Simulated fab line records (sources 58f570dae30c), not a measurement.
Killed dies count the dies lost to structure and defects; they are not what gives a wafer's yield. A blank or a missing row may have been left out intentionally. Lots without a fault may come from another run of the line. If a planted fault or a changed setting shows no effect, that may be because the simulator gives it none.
Comparing a struck lot with a sound one ; flow berkeley-cmos170 ; 23 steps out of a route of 331
Sound: wafers L293.2, L293.5, L293.6. Struck: wafers L294.1, L294.4, L294.6. The cause comes at the end.
Per side, at each step with rows, come the tool, then ch with its chambers, and then its first start. Under that, the readings that differ: sound wafers ; struck wafers ; difference of the means ; sigmas: that difference in standard deviations of wafers without a fault.
alike: readings with means less than 2 such deviations apart, plus words and numbers identical on both sides. not compared: withheld readings, readings lacking a value on some wafer, bounds such as >300 that could conceal the same value, and numbers that have no deviation in the record and whose values overlap.
Wherever a step has rows on one side only, a row that says differs or no value, or a row with sigmas, the two part there. Numbers that don't overlap but have no deviation are shown without sigmas and don't part them. Lack of a reading on every wafer of one side parts them only where that side has two or more wafers.

first, 6 steps without rows for these wafers: UCB170_ZERO_HMDS_00 (prime time 60 s); UCB170_ZERO_COAT_01 (resist thk 900 nm); UCB170_ZERO_SOFTBAKE_02 (time 60 s); UCB170_ZERO_EXPOSE_03 (exposes mask PM MARKS, target cd 4000 nm); UCB170_ZERO_PEB_04; UCB170_ZERO_DEVELOP_05 (develop time 45 s).
UCB170_ZERO_ETCH_06: etches SiO2 in CHF3/CF4/Ar, time 12 s.
  sound on rie-diel-01 ch 1,2, day 5 03:03; struck on rie-diel-04 ch 0,2,3, day 5 09:55
  alike: drypump-motor-current-A, oes-product-au, throttle-valve-pct
  not compared: rf-hours-counter-h
UCB170_ZERO_STRIP_07: strips in O2.
  sound on plasma-asher-02 ch 0,1, day 5 03:04; struck on plasma-asher-04 ch 0, day 5 09:56
  alike: drypump-motor-current-A, oes-product-au, strip-time-to-endpoint-s
  not compared: rf-hours-counter-h
then, 2 steps without rows for these wafers: UCB170_NWELL_WET_ETCH_00 (etches SiO2 in dHF, time 200 s); UCB170_NWELL_OXIDATION_01 (target thk 26.4 nm, ox time 1260 s).
UCB170_NWELL_THK_MEAS_02:
  sound on film-metro-03 at day 5 06:24; struck on film-metro-01 at day 5 13:38
  alike: NWELL_OXIDE_THK
then, 1 step without rows for these wafers: UCB170_NWELL_ANNEAL_03 (time 900 s).
UCB170_NWELL_CVD_04: deposits Si3N4 from SiH2Cl2/NH3, target thk 224 nm, time 3360 s.
  sound on lpcvd-02 ch 0, day 5 10:29; struck on lpcvd-01 ch 0, day 5 15:55
reading;sound;struck;difference;sigmas
model.Si3N4_of_NWELL_CVD_04.thk-nm (nm);224.9 224.5 222.9;299.4 297.3 296.3;+73.6;
  alike: spike-tc-load-C, spike-tc-source-C, susceptor-temp-C
UCB170_NWELL_THK_MEAS_05:
  sound on film-metro-03 at day 5 13:24; struck on film-metro-03 at day 5 17:51
reading;sound;struck;difference;sigmas
NWELL_NITRIDE_THK (nm);224.7 224.5 222.8;299.2 297.6 296.4;+73.7;+28
then, 6 steps without rows for these wafers: UCB170_NWELL_HMDS_06 (prime time 60 s); UCB170_NWELL_COAT_07 (resist thk 900 nm); UCB170_NWELL_SOFTBAKE_08 (time 60 s); UCB170_NWELL_EXPOSE_09 (exposes mask NWELL, target cd 3000 nm); UCB170_NWELL_PEB_10; UCB170_NWELL_DEVELOP_11 (develop time 45 s).
UCB170_NWELL_OVL_MEAS_12:
  sound on overlay-02 at day 5 16:08; struck on overlay-01 at day 5 19:35
reading;sound;struck;difference;sigmas
NWELL_OVL (nm);-9 -14 -2;12 0 1;+13;+2
UCB170_NWELL_ETCH_13: etches Si3N4 in CH3F/Ar/O2, stops on SiO2, target depth 246.4 nm, time 154 s.
  sound on rie-diel-01 ch 0,2,3, day 5 16:10; struck on rie-diel-02 ch 1,3, day 5 19:37
reading;sound;struck;difference;sigmas
oes-product-au (a.u.);0.942 0.950 0.935;1.012 1.001 1.009;+0.065;+4
model.etch.depth-nm (nm);224.9 224.5 222.9;251.1 249.5 250.5;+26.3;
  alike: drypump-motor-current-A, throttle-valve-pct
  not compared: rf-hours-counter-h
after that, 1 step had no rows for these wafers: UCB170_NWELL_IMPLANT_14.

== WHERE THEY PART ==
Earliest at UCB170_NWELL_THK_MEAS_05; latest, in this record, at UCB170_NWELL_ETCH_13.

WHY: what the simulator had put in
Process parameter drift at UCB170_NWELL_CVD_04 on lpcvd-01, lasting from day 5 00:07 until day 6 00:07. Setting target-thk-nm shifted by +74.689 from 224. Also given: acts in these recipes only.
